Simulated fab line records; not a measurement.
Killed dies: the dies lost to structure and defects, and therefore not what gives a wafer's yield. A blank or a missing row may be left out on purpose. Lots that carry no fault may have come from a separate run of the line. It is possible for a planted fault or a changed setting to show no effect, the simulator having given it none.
fab line records | flow berkeleyCmos170
[record] lots = 14 wafers = 42 lastDay = 13
route steps=331 shown ACTIVE@74 PLDD@153 NLDD@168
lots with no fault: from the same line, run without faults
startH: the number of hours between the record's first day and the start of the first shown wafer of the lot | waitH: hours from the lot's prior step to this one | " the same as in the row above | L1.1+2: a row that stands for several wafers | - value missing, or start not given | * or withheld: withheld | < > ~ a bound
route shown NAME@n: NAME is a module with steps in the file, n the number in the route of the first one | usual: average and standard deviation across the fault-free wafers | same: alike in all rows | chamber/n: place in a boat | sites: the reading at each site | _std_site: the values' standard deviation | _edge_site: inner sites' mean taken away from outer sites' mean | radiusMm: how far each site lies from the wafer's centre | mask NAME#n: copy n | behind: the most recent tool/chamber to have shaped the wafer | hold: why the lot was held/for how many hours/how that ended | device: transistor that didn't switch, given as n, p or np | end of line: tests of these same wafers at the route's end | for a step that has no rows: nothing shown but its recipe | killed: count of dies lost to structure and defects at first sort (not the wafer's yield) | map: the dies of a wafer, with x for killed, . for not killed, _ for no die there
set.NAME: the run value of the setting; set.NAME@STEP: its run value at that earlier step | model.NAME: the simulator's own value behind a step, which no gauge read
route steps across a sampled set of lots; one table per step, one row per wafer
services: from which hour (startH, from the record's first day; less than 0 if before it) a tool's chamber was out of use, for how many hours, and why
[[steps]]
[step UCB170_ACTIVE_OVL_MEAS_14]
[usual] ACTIVE_OVL = -2/5.5
// columns lot.wafer tool chamber startH waitH ACTIVE_OVL[nm]
L270.2 overlay-01 - 90.98 0.1 5
L270.4 " - " " -2
L270.6 " - " " -3
L268.3 overlay-02 - 91.23 0.1 -12
L268.5 " - " " -6
L268.6 " - " " -7
L272.1 overlay-01 - 97.71 0.1 0
L272.3 " - " " 6
L272.4 " - " " 3
L269.1 overlay-01 - 97.74 0.1 -5
L269.3 " - " " 2
L269.6 " - " " 4
L273.3 overlay-02 - 117.93 0.1 -13
L273.4 " - " " -15
L273.5 " - " " -9
L275.2 overlay-02 - 119.77 0.1 -9
L275.3 " - " " -5
L275.5 " - " " -2
L276.2 overlay-02 - 127.67 0.1 7
L276.3 " - " " 1
L276.4 " - " " 7
L277.1 overlay-01 - 127.94 0.1 1
L277.3 " - " " -6
L277.4 " - " " 8
L278.1 overlay-02 - 146.91 0.1 -3
L278.2 " - " " -7
L278.3 " - " " -4
L283.1 overlay-02 - 163.16 0.1 -3
L283.3 " - " " -5
L283.6 " - " " -4
L284.4 overlay-02 - 163.36 0.1 7
L284.5 " - " " 0
L284.6 " - " " -2
L288.1 overlay-02 - 182.22 0.1 -11
L288.2 " - " " -5
L288.3 " - " " -1
L289.1 overlay-02 - 196.37 0.1 -11
L289.3 " - " " -5
L289.6 " - " " -2
L291.2 overlay-01 - 207.05 0.1 -1
L291.4 " - " " -3
L291.5 " - " " -9
[step UCB170_PLDD_IMPLANT_08]
[recipe] species = BF2 doseCm2 = 5e+13 energyKev = 10 tiltDeg = 7 rotationDeg = 0
[usual] doseIonsCm2 = 5.001e+13/5.8e+10 faradayCurrentUA = 158.5/2.9
// columns lot.wafer tool chamber startH waitH doseIonsCm2 faradayCurrentUA
L270.2 implanter-03 0 146.70 0.0 5.004e+13 163.6
L270.4 " 0 " " 5.002e+13 159.7
L270.6 " 0 " " 5.007e+13 159.4
L268.3 implanter-02 0 146.84 0.1 5e+13 161.8
L268.5 " 0 " " 5.006e+13 157.4
L268.6 " 0 " " 5.011e+13 157.1
L272.1 implanter-01 0 152.56 0.0 4.99e+13 162.6
L272.3 " 0 " " 4.987e+13 161.6
L272.4 " 0 " " 4.989e+13 160.9
L269.1 implanter-02 0 152.83 0.0 5.01e+13 158.9
L269.3 " 0 " " 5.001e+13 160.2
L269.6 " 0 " " 4.999e+13 155.6
L275.2 implanter-01 0 174.49 0.0 5.008e+13 161.8
L275.3 " 0 " " 4.997e+13 162.1
L275.5 " 0 " " 5.012e+13 159.3
L273.3 implanter-03 0 174.64 0.1 5.011e+13 159.3
L273.4 " 0 " " 5.004e+13 155.0
L273.5 " 0 " " 4.995e+13 156.6
L276.2 implanter-03 0 186.53 0.0 5.009e+13 157.4
L276.3 " 0 " " 4.994e+13 153.9
L276.4 " 0 " " 5.003e+13 160.0
L277.1 implanter-02 0 186.82 0.0 5e+13 156.9
L277.3 " 0 " " 5.004e+13 157.0
L277.4 " 0 " " 5.007e+13 151.0
L278.1 implanter-03 0 207.93 0.0 5.806e+13 181.4
L278.2 " 0 " " 5.803e+13 186.6
L278.3 " 0 " " 5.798e+13 185.7
L283.1 implanter-02 0 220.02 0.0 4.992e+13 158.7
L283.3 " 0 " " 4.997e+13 158.4
L283.6 " 0 " " 4.999e+13 158.2
L284.4 implanter-03 0 220.59 0.1 5.806e+13 185.0
L284.5 " 0 " " 5.811e+13 185.5
L284.6 " 0 " " 5.806e+13 182.2
L288.1 implanter-01 0 240.02 0.0 5e+13 155.6
L288.2 " 0 " " 4.996e+13 160.1
L288.3 " 0 " " 5e+13 159.5
L289.1 implanter-02 0 254.51 0.0 5.005e+13 158.7
L289.3 " 0 " " 5.003e+13 151.6
L289.6 " 0 " " 5.001e+13 160.1
L291.2 implanter-01 0 266.28 0.0 5.001e+13 158.8
L291.4 " 0 " " 5.003e+13 158.7
L291.5 " 0 " " 5.007e+13 155.4
[step UCB170_PLDD_TW_MEAS_11]
[usual] PLDD_TW = 1013/7.8
// columns lot.wafer tool chamber startH waitH PLDD_TW
L270.2 filmMetro-01 - 147.08 0.1 1020
L270.4 " - " " 1017
L270.6 " - " " 1012
L268.3 filmMetro-02 - 147.21 0.1 1001
L268.5 " - " " 1008
L268.6 " - " " 1004
L272.1 filmMetro-02 - 152.96 0.1 1001
L272.3 " - " " 1008
L272.4 " - " " 1002
L269.1 filmMetro-01 - 153.23 0.1 1008
L269.3 " - " " 1018
L269.6 " - " " 1017
L275.2 filmMetro-02 - 174.88 0.1 1002
L275.3 " - " " 1005
L275.5 " - " " 1006
L273.3 filmMetro-01 - 175.01 0.1 1015
L273.4 " - " " 1015
L273.5 " - " " 1020
L276.2 filmMetro-03 - 186.92 0.1 1017
L276.3 " - " " 1016
L276.4 " - " " 1015
L277.1 filmMetro-02 - 187.22 0.1 1004
L277.3 " - " " 1006
L277.4 " - " " 1001
L278.1 filmMetro-02 - 208.33 0.1 1030
L278.2 " - " " 1029
L278.3 " - " " 1029
L283.1 filmMetro-01 - 220.42 0.1 1018
L283.3 " - " " 1020
L283.6 " - " " 1020
L284.4 filmMetro-01 - 220.94 0.1 1048
L284.5 " - " " 1047
L284.6 " - " " 1048
L288.1 filmMetro-03 - 240.42 0.1 1017
L288.2 " - " " 1013
L288.3 " - " " 1016
L289.1 filmMetro-02 - 254.91 0.1 995
L289.3 " - " " 994
L289.6 " - " " 1004
L291.2 filmMetro-03 - 266.67 0.1 1005
L291.4 " - " " 1009
L291.5 " - " " 1009
[step UCB170_NLDD_STRIP_10]
[recipe] chemistry = O2 powerW = 400 pressureMtorr = 3500 platenTempC = withheld o2FlowSccm = 400 overashFraction = 0.5
[usual] drypumpMotorCurrentA = 5.7/0.31 oesProductAu = 0.735/0.0044 stripTimeToEndpointS = 21.66/0.05
// columns lot.wafer tool chamber startH waitH drypumpMotorCurrentA oesProductAu rfHoursCounterH stripTimeToEndpointS
L270.2 plasmaAsher-02 0 149.25 0.1 5.7 0.737 22 21.68
L270.4 " 0 " " 5.7 0.739 - 21.65
L270.6 " 0 " " 5.7 0.737 - 21.65
L268.3 plasmaAsher-01 1 149.63 0.1 5.2 0.735 - 21.60
L268.5 " 1 " " 5.2 0.736 - 21.58
L268.6 " 0 " " 5.8 0.739 - 21.63
L272.1 plasmaAsher-03 1 154.75 0.1 6.3 0.733 5 21.63
L272.3 " 0 " " 5.9 0.729 - 21.67
L272.4 " 1 " " 6.3 0.735 - 21.64
L269.1 plasmaAsher-02 0 154.91 0.1 5.7 0.739 22 21.69
L269.3 " 1 " " 5.4 0.733 - 21.70
L269.6 " 1 " " 5.4 0.728 - 21.65
L275.2 plasmaAsher-02 0 177.04 0.1 5.7 0.743 25 21.62
L275.3 " 1 " " 5.4 0.731 - 21.65
L275.5 " 0 " " 5.7 0.739 - 21.61
L273.3 plasmaAsher-03 1 177.53 0.1 6.3 0.738 - 21.73
L273.4 " 0 " " 5.9 0.735 - 21.75
L273.5 " 1 " " 6.3 0.730 - 21.69
L276.2 plasmaAsher-02 0 189.31 0.1 5.7 0.737 27 21.66
L276.3 " 1 " " 5.5 0.738 - 21.63
L276.4 " 0 " " 5.7 0.734 - 21.64
L277.1 plasmaAsher-02 1 189.65 0.1 5.5 0.740 27 21.72
L277.3 " 1 " " 5.4 0.740 - 21.73
L277.4 " 0 " " 5.7 0.739 - 21.75
L278.1 plasmaAsher-03 0 210.52 0.1 5.9 0.742 12 21.68
L278.2 " 1 " " 6.3 0.731 12 21.66
L278.3 " 1 " " 6.3 0.727 - 21.64
L283.1 plasmaAsher-02 1 223.09 0.1 5.5 0.732 30 21.62
L283.3 " 0 " " 5.7 0.736 - 21.64
L283.6 " 1 " " 5.4 0.744 - 21.63
L284.4 plasmaAsher-01 1 223.30 0.1 5.2 0.735 - 21.63
L284.5 " 1 " " 5.2 0.736 - 21.64
L284.6 " 0 " " 5.8 0.738 - 21.60
L288.1 plasmaAsher-01 0 242.29 0.1 5.8 0.738 59 21.66
L288.2 " 1 " " 5.2 0.735 59 21.67
L288.3 " 0 " " 5.8 0.735 - 21.63
L289.1 plasmaAsher-01 0 256.44 0.1 5.8 0.729 60 21.72
L289.3 " 0 " " 5.8 0.731 - 21.63
L289.6 " 0 " " 5.8 0.737 - 21.60
L291.2 plasmaAsher-01 1 269.46 0.1 5.2 0.732 62 21.68
L291.4 " 0 " " 5.8 0.735 - 21.73
L291.5 " 0 " " 5.8 0.739 - 21.66
[step UCB170_NLDD_TW_MEAS_11]
[usual] NLDD_TW = 2235/15
// columns lot.wafer tool chamber startH waitH NLDD_TW
L270.2 filmMetro-01 - 149.36 0.1 2223
L270.4 " - " " 2239
L270.6 " - " " 2249
L268.3 filmMetro-01 - 149.72 0.1 2239
L268.5 " - " " 2242
L268.6 " - " " 2231
L272.1 filmMetro-01 - 154.85 0.1 2235
L272.3 " - " " 2233
L272.4 " - " " 2225
L269.1 filmMetro-03 - 155.01 0.1 2224
L269.3 " - " " 2245
L269.6 " - " " 2239
L275.2 filmMetro-01 - 177.15 0.1 2242
L275.3 " - " " 2223
L275.5 " - " " 2239
L273.3 filmMetro-03 - 177.62 0.1 2237
L273.4 " - " " 2244
L273.5 " - " " 2244
L276.2 filmMetro-01 - 189.42 0.1 2247
L276.3 " - " " 2235
L276.4 " - " " 2227
L277.1 filmMetro-03 - 189.75 0.1 2249
L277.3 " - " " 2235
L277.4 " - " " 2239
L278.1 filmMetro-03 - 210.62 0.1 2253
L278.2 " - " " 2252
L278.3 " - " " 2251
L283.1 filmMetro-03 - 223.19 0.1 2254
L283.3 " - " " 2253
L283.6 " - " " 2250
L284.4 filmMetro-02 - 223.39 0.1 2219
L284.5 " - " " 2206
L284.6 " - " " 2206
L288.1 filmMetro-01 - 242.39 0.1 2241
L288.2 " - " " 2258
L288.3 " - " " 2247
L289.1 filmMetro-01 - 256.54 0.1 2245
L289.3 " - " " 2238
L289.6 " - " " 2246
L291.2 filmMetro-01 - 269.57 0.1 2253
L291.4 " - " " 2258
L291.5 " - " " 2247
[step UCB170_SDANNEAL_RS_MEAS_04]
[recipe] thkMeasGauge = four-point-probe
[usual] PLDD_RS = 1030.6/2.7
// columns lot.wafer tool chamber startH waitH PLDD_RS[ohm/sq]
L268.3 filmMetro-01 - 161.80 0.1 1033.0
L268.5 " - " " 1032.1
L268.6 " - " " 1029.6
L270.2 filmMetro-03 - 162.24 0.1 1022.8
L270.4 " - " " 1024.8
L270.6 " - " " 1025.8
L272.1 filmMetro-01 - 166.69 0.1 1030.3
L272.3 " - " " 1031.2
L272.4 " - " " 1031.1
L269.1 filmMetro-02 - 166.93 0.1 1032.1
L269.3 " - " " 1032.6
L269.6 " - " " 1031.2
L275.2 filmMetro-02 - 189.97 0.1 1029.7
L275.3 " - " " 1029.6
L275.5 " - " " 1032.8
L273.3 filmMetro-01 - 191.31 0.1 1033.3
L273.4 " - " " 1034.6
L273.5 " - " " 1034.5
L276.2 filmMetro-03 - 200.65 0.1 1028.4
L276.3 " - " " 1026.9
L276.4 " - " " 1027.2
L277.1 filmMetro-02 - 200.83 0.1 1028.8
L277.3 " - " " 1027.6
L277.4 " - " " 1027.1
L278.1 filmMetro-01 - 223.98 0.1 967.2
L278.2 " - " " 969.2
L278.3 " - " " 967.2
L284.4 filmMetro-03 - 237.01 0.1 968.8
L284.5 " - " " 969.2
L284.6 " - " " 967.5
L283.1 filmMetro-02 - 237.21 0.1 1030.6
L283.3 " - " " 1029.8
L283.6 " - " " 1032.8
L288.1 filmMetro-01 - 254.06 0.1 1030.3
L288.2 " - " " 1033.0
L288.3 " - " " 1034.0
L289.1 filmMetro-03 - 269.44 0.1 1034.1
L289.3 " - " " 1033.2
L289.6 " - " " 1031.5
L291.2 filmMetro-03 - 281.01 0.1 1028.7
L291.4 " - " " 1030.6
L291.5 " - " " 1032.8
[[services]]
// columns tool chamber startH hours kind
implanter-02 - 123.43 0.8 repair
implanter-02 - 142.49 2.3 repair
implanter-03 - 152.61 2.8 repair
implanter-02 - 156.96 1.2 repair
implanter-03 - 208.45 1.2 repair
implanter-01 - 210.53 3.1 repair
implanter-02 - 239.45 4.3 pm
plasmaAsher-03 - 265.49 5.8 repair
implanter-01 - 269.48 2.6 repair
[[key]]
[firstSign] step = UCB170_PLDD_IMPLANT_08 reading = doseIonsCm2 direction = up sigmas = 99+ usual = 5.001e+13 struck = 5.805e+13
[effect] step = UCB170_PLDD_IMPLANT_08 reading = faradayCurrentUA direction = up sigmas = 8.8 usual = 158.5 struck = 184.4
[effect] step = UCB170_PLDD_TW_MEAS_11 reading = PLDD_TW direction = up sigmas = 3.3 usual = 1013 struck = 1038
[effect] step = UCB170_SDANNEAL_RS_MEAS_04 reading = PLDD_RS direction = down sigmas = 23 usual = 1030.6 struck = 968.2
metAt UCB170_PLDD_IMPLANT_08
struckLots L278,L284
testerLeftOut L278,L284
[loopTrim] step = UCB170_ACTIVE_EXPOSE_10 setting = dose lots = L284
notActingAt UCB170_ACTIVE_OVL_MEAS_14,UCB170_NLDD_STRIP_10,UCB170_NLDD_TW_MEAS_11
onsetBetween 186.53 207.93
[fault] kind = processParameterDrift tool = implanter-03 chamber = - onsetH = 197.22 steps = UCB170_PLDD_IMPLANT_08 channel = doseCm2 offset = 8e+12 shape = step endH = 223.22 actsIn = theseRecipesOnly stated = 5e+13
// testerLeftOut: of these lots the tester's yield and bins aren't shown, on N5 and GAA mostly nor the transistor test; their killed dies are dies lost to structure and defects alone, not to doping, threshold or leakage, so they don't give the yield
// loopTrim: a control loop set the setting to another value than it would have without faults
